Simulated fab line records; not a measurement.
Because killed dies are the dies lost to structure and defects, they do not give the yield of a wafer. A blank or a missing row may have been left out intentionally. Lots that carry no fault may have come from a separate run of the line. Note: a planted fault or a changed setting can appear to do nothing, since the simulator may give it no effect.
2 desks, one fault + flow berkeley cmos170 + numbers are kept per desk, each desk with only its own; the story behind them comes last

THE METROLOGY DESK
What the gauges read, lot by lot, whatever tool the lot ran on: means of the sampled wafers that have a number. The brackets show how far a lot's mean lies from the usual mean; more than 4 standard deviations puts the lot out of limits, marked OUT.
Columns: A = GATE_POLY_THK at UCB170_GATE_THK_MEAS_05, usual 215.4 nm; B = PSD_OVL at UCB170_PSD_OVL_MEAS_07, usual 0 nm; C = V2_OVL at UCB170_V2_OVL_MEAS_13, usual -1 nm
| lot  | first seen here | A               | B  | C  |
|------|-----------------|-----------------|----|----|
| L536 | day 6 20:07     | 215.8           | 6  | -5 |
| L535 | day 6 20:08     | 215.4           | -0 | -0 |
| L539 | day 7 07:35     | 160.7 (-30) OUT | 4  | 2  |
| L537 | day 7 07:35     | 162.9 (-29) OUT | 7  | -5 |
| L538 | day 7 07:36     | 163.0 (-29) OUT | 3  | 2  |
| L548 | day 10 02:41    | 214.0           | -2 | -0 |
| L550 | day 10 02:41    | 216.1           | 5  | 4  |
| L549 | day 10 02:42    | 214.0           | 3  | -0 |
| L551 | day 10 21:05    | 214.8           | 5  | -0 |
| L554 | day 10 21:05    | 217.0           | 9  | 4  |
| L555 | day 11 07:34    | 214.8           | -0 | 8  |
| L556 | day 11 07:35    | 215.4           | 3  | -8 |
| L552 | day 11 07:38    | 215.1           | -5 | -4 |
| L557 | day 11 23:26    | 218.9           | 6  | -6 |
| L558 | day 11 23:26    | 217.5           | -8 | 0  |
This desk's result: L537, L538, L539 out of limits, first on L539 (GATE_POLY_THK at UCB170_GATE_THK_MEAS_05), day 7 07:35. In limits: L536, L535, L548, L550, L549, L551, L554, L555, L556, L552, L557, L558.

FOR THE TOOL OWNER'S DESK: lpcvd-02
The tool's own readings at UCB170_GATE_CVD_04 (deposits poly-Si from SiH4, time 1440 s, target thk 214 nm): means of the sampled wafers that have a number, for each lot that ran on this tool. The brackets show how far a lot's mean lies from the usual mean; more than 4 standard deviations puts the lot out of limits, marked OUT.
Columns: A = pressure mtorr at UCB170_GATE_CVD_04, usual 375.0 mTorr; B = spike tc centre C at UCB170_GATE_CVD_04, usual 612.9 C; C = spike tc load C at UCB170_GATE_CVD_04, usual 632.4 C; D = spike tc source C at UCB170_GATE_CVD_04, usual 629.2 C; E = susceptor temp C at UCB170_GATE_CVD_04, usual 609.93 C; F = zone power centre pct at UCB170_GATE_CVD_04, usual 30 %
| lot  | first seen here | A     | B                | C                | D                | E                | F  |
|------|-----------------|-------|------------------|------------------|------------------|------------------|----|
| L535 | day 6 18:43     | 374.8 | 611.1            | 629.9            | 630.8            | 609.65           | 25 |
| L536 | day 6 18:43     | 375.2 | 613.5            | 634.9            | 627.9            | 609.85           | 34 |
| L537 | day 7 06:11     | 373.9 | 602.7 (-6.8) OUT | 622.8 (-4.4) OUT | 616.1 (-10) OUT  | 598.06 (-44) OUT | 33 |
| L538 | day 7 06:11     | 374.9 | 602.1 (-7.2) OUT | 620.5 (-5.4) OUT | 616.7 (-9.6) OUT | 598.17 (-44) OUT | 33 |
| L539 | day 7 06:11     | 374.8 | 602.0 (-7.3) OUT | 623.0 (-4.3) OUT | 615.3 (-11) OUT  | 597.46 (-46) OUT | 33 |
| L551 | day 10 19:40    | 375.2 | 612.8            | 634.1            | 628.8            | 610.04           | 34 |
| L554 | day 10 19:40    | 374.8 | 610.8            | 630.1            | 630.1            | 609.98           | 25 |
| L552 | day 11 06:10    | 374.9 | 614.6            | 633.8            | 629.3            | 609.75           | 34 |
| L555 | day 11 06:10    | 375.6 | 613.4            | 633.6            | 629.2            | 609.71           | 34 |
| L556 | day 11 06:10    | 374.4 | 611.2            | 630.9            | 630.7            | 609.91           | 26 |
| L557 | day 11 22:02    | 374.7 | 614.1            | 634.2            | 628.7            | 609.95           | 34 |
| L558 | day 11 22:02    | 375.1 | 614.4            | 633.7            | 629.5            | 610.08           | 33 |
Finding of this desk: L537, L538, L539 out of limits; the first was L537 at day 7 06:11, on spike tc centre C at UCB170_GATE_CVD_04. In limits: L535, L536, L551, L554, L552, L555, L556, L557, L558.

BROUGHT TOGETHER
The tool owner's desk had the chance to raise an alarm at day 7 06:11 on L537, L538, L539.
An alarm was possible from the metrology desk at day 7 07:35, on L537, L538, L539.
Of the lots named, all ran UCB170_GATE_CVD_04 on lpcvd-02.

WHAT HAD BEEN PUT IN BY THE SIMULATOR
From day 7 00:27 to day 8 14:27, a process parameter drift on lpcvd-02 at UCB170_GATE_CVD_04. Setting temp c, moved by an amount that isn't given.
Lots struck among those shown: L537, L538, L539.
Fault start to first reading out of limits, in hours, per desk: tool owner, 6; metrology, 7.
